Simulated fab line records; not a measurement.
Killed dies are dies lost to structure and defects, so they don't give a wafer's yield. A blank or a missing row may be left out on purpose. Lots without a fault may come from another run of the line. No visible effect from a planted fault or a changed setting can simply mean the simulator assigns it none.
Lot-split experiment ; flow rit cmos ; 23 wafers read across 5 lots, on a route 202 steps long

SPLIT DETAILS
At RIT_PSD_COAT_01 (resist thk 1000 nm), the setting spin rpm was moved away from the recipe's 3250 rpm on 7 of the 23 wafers read, by -3.3% to +3.9%. This setting was run at the recipe's value on the other wafers.

FROM THE SPLIT TO THE READING: what the file shows between them, 3 steps
- RIT_PSD_SOFTBAKE_02: time 60 s
- RIT_PSD_EXPOSE_03: exposes mask M10, target cd 40900 nm
- RIT_PSD_DEVELOP_05: develop time 50 s

THE READING
NOVOLAK_of_PSD_COAT_01.thk nm (the simulator's own value, which no gauge read), in nm, at RIT_PSD_HARDBAKE_07 (time 60 s). The file gives no usual value for it. Across the 16 wafers here that went through the recipe, the average is 884.0 nm and the standard deviation 2.4 nm.

wafer;tool, chamber at the split;spin rpm as run, rpm;against the recipe;NOVOLAK_of_PSD_COAT_01.thk nm, nm;against lot-mates on the recipe
L075.1;litho track-01, 0;3250;recipe;886.3;-
L075.2;litho track-01, 0;3179;-2.2%;891.8;+7.7
L075.3;litho track-01, 0;3179;-2.2%;892.6;+8.5
L075.5;litho track-01, 0;3250;recipe;881.7;-
L075.6;litho track-01, 0;3250;recipe;884.3;-
L077.1;litho track-03, 0;3142;-3.3%;893.1;+13.2
L077.2;litho track-03, 0;3142;-3.3%;895.6;+15.7
L077.3;litho track-03, 0;3250;recipe;881.5;-
L077.4;litho track-03, 0;3250;recipe;878.3;-
L077.6;litho track-03, 0;3142;-3.3%;894.1;+14.2
L079.1;litho track-03, 0;3377;+3.9%;868.4;-14.6
L079.3;litho track-03, 0;3250;recipe;884.6;-
L079.4;litho track-03, 0;3250;recipe;880.3;-
L079.5;litho track-03, 0;3250;recipe;884.2;-
L079.6;litho track-03, 0;3377;+3.9%;867;-16.0
L082.1;litho track-02, 0;3250;recipe;885.5;-
L082.2;litho track-02, 0;3250;recipe;886.6;-
L082.3;litho track-02, 0;3250;recipe;886.3;-
L082.5;litho track-02, 0;3250;recipe;887.1;-
L082.6;litho track-02, 0;3250;recipe;885.9;-
L083.3;litho track-02, 0;3250;recipe;883.9;-
L083.5;litho track-02, 0;3250;recipe;882.1;-
L083.6;litho track-02, 0;3250;recipe;884.8;-

THE FIT
A straight line over all 23 wafers: NOVOLAK_of_PSD_COAT_01.thk nm changes by -3.67 nm for each +1% of spin rpm; r = -0.95; the points scatter about the line by 2.3 nm.
The same after taking each lot's own level away (the mean of its wafers on the recipe; 23 wafers): -4.07 nm for each +1%; r = -0.98; scatter 1.4 nm.
The reading moves by 16 nm for the largest change in spin rpm, on that fit.
The span of the lots' own levels, 879.90 to 886.28 nm, comes to 2.6 times the standard deviation stated above.
Consequently the slope shifts little with the lot-to-lot level, the two slopes agreeing.
Check: for one of the wafers moved furthest among these (+3.9%), held out of the fit, the line's prediction against its lot-mates is -16.3 nm. It came out at -14.6 nm against them.

THE OTHER SPLITS THESE WAFERS WENT THROUGH
Other splits were also applied to these wafers ahead of the reading. Each is held against what the fit with the lots' levels taken away leaves over:
other split on the same wafers;wafers away from the commonest value;r with NOVOLAK_of_PSD_COAT_01.thk nm (lot level and that fit taken away)
RIT_ACTIVE_OXIDATION_01 temp c;18;+0.07
RIT_ACTIVE_COAT_06 spin rpm;9;-0.21
RIT_FOX1_OXIDATION_00 ox time s;15;-0.03
RIT_NWELL_COAT_01 spin rpm;5;+0.23
RIT_NWELL_IMPLANT_08 energy kev;9;-0.14
RIT_PWELL_IMPLANT_08 energy kev;4;-0.18
RIT_NRETRO_IMPLANT_08 dose cm2;7;+0.14
RIT_PRETRO_IMPLANT_08 energy kev;5;-0.17
RIT_GATE_DEVELOP_15 develop time s;6;+0.25
RIT_NSD_IMPLANT_08 energy kev;5;-0.22

THE WHOLE CHAIN: every reading that the file lists as answering this split, in the file's order
step;what it does;reading;change (the file's fit);r (the file's)
RIT_PSD_COAT_01;resist thk 1000 nm;NOVOLAK_of_PSD_COAT_01.thk nm (the simulator's own value, which no gauge read);-4.6 nm for each +1% of the setting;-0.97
RIT_PSD_HARDBAKE_07;time 60 s;NOVOLAK_of_PSD_COAT_01.thk nm (the simulator's own value, which no gauge read);-4.03 nm for each +1% of the setting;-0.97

THE FILE'S OWN FIT
NOVOLAK_of_PSD_COAT_01.thk nm changes by -4.03 nm for each +1% of spin rpm, r = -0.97.
